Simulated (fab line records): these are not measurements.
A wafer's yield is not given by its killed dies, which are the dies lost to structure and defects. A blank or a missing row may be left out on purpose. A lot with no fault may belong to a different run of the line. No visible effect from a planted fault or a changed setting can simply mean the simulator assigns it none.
A single fault, viewed from 2 desks | flow berkeley-cmos170 | what lay behind the numbers comes last; until then each desk has only its own

## METROLOGY DESK
What the gauges read for every lot (on any tool): the sampled wafers with a number, averaged. Marked OUT: a lot whose mean sits more than 4 standard deviations from the usual mean, which makes it out of limits; the brackets give that distance.
Columns: A = NSD_TW at UCB170_NSD_TW_MEAS_10, usual 4188; B = NSD_RS at UCB170_SDANNEAL_RS_MEAS_03, usual 37.24 ohm/sq
lot  | first seen here | A              | B
L759 | day 7 00:16     | 4164           | 37.34
L758 | day 7 00:19     | 4231           | 37.14
L760 | day 7 01:08     | 4164           | 37.12
L762 | day 7 13:14     | 4173           | 37.26
L764 | day 8 00:07     | 4227           | 37.29
L763 | day 8 00:20     | 4143           | 37.05
L766 | day 8 04:59     | 4211           | 37.15
L769 | day 9 10:23     | 4226           | 37.20
L772 | day 9 20:58     | 4147           | 37.04
L771 | day 9 21:13     | 3693 (-14) OUT | 68.82 (+99 or more) OUT
L770 | day 9 21:32     | 3685 (-14) OUT | 68.67 (+99 or more) OUT
L777 | day 10 00:19    | 4180           | 37.27
L775 | day 10 09:29    | 4208           | 37.23
L780 | day 11 08:55    | 4183           | 37.22
This desk's result: L770, L771 out of limits, first on L771 (NSD_TW at UCB170_NSD_TW_MEAS_10), day 9 21:13. Within limits: L759, L758, L760, L762, L764, L763, L766, L769, L772, L777, L775, L780.

## TOOL OWNER'S DESK, implanter-04
UCB170_NSD_IMPLANT_08, tool's own readings: per-lot mean of the sampled wafers with a number, covering each lot this tool ran. Marked OUT: a lot whose mean sits more than 4 standard deviations from the usual mean, which makes it out of limits; the brackets give that distance.
Columns: A = dose-ions-cm2 at UCB170_NSD_IMPLANT_08, usual 3.001e+15; B = end-station-pressure-torr at UCB170_NSD_IMPLANT_08, usual 1.25e-05 Torr; C = faraday-current-uA at UCB170_NSD_IMPLANT_08, usual 9262
lot  | first seen here | A                           | B                   | C
L759 | day 7 00:01     | 3.000e+15                   | 1.28e-05            | 9302
L760 | day 7 00:55     | 3.003e+15                   | 1.29e-05            | 9386
L764 | day 7 23:53     | 2.998e+15                   | 1.29e-05            | 9277
L769 | day 9 10:08     | 3.001e+15                   | 1.24e-05            | 9373
L771 | day 9 20:58     | 1.200e+15 (-99 or more) OUT | 7.83e-06 (-7.3) OUT | 3702 (-33) OUT
L770 | day 9 21:18     | 1.198e+15 (-99 or more) OUT | 7.77e-06 (-7.4) OUT | 3736 (-33) OUT
This desk's finding: out of limits on L770, L771; first on L771, day 9 20:58 (dose-ions-cm2 at UCB170_NSD_IMPLANT_08). Within limits: L759, L760, L764, L769.

## BROUGHT TOGETHER
The tool owner's desk could have raised an alarm at day 9 20:58, on L770, L771.
L770, L771 would have let the metrology desk raise an alarm at day 9 21:13.
Every lot named ran UCB170_NSD_IMPLANT_08 on implanter-04.

## WHAT WAS PUT IN BY THE SIMULATOR
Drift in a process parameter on implanter-04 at UCB170_NSD_IMPLANT_08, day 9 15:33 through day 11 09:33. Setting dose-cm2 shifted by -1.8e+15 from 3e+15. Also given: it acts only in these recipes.
Lots struck among those shown: L770, L771.
Delay (hours) between the fault's onset and each desk's first out-of-limits reading: 5 at the tool owner's desk, 6 at the metrology desk.
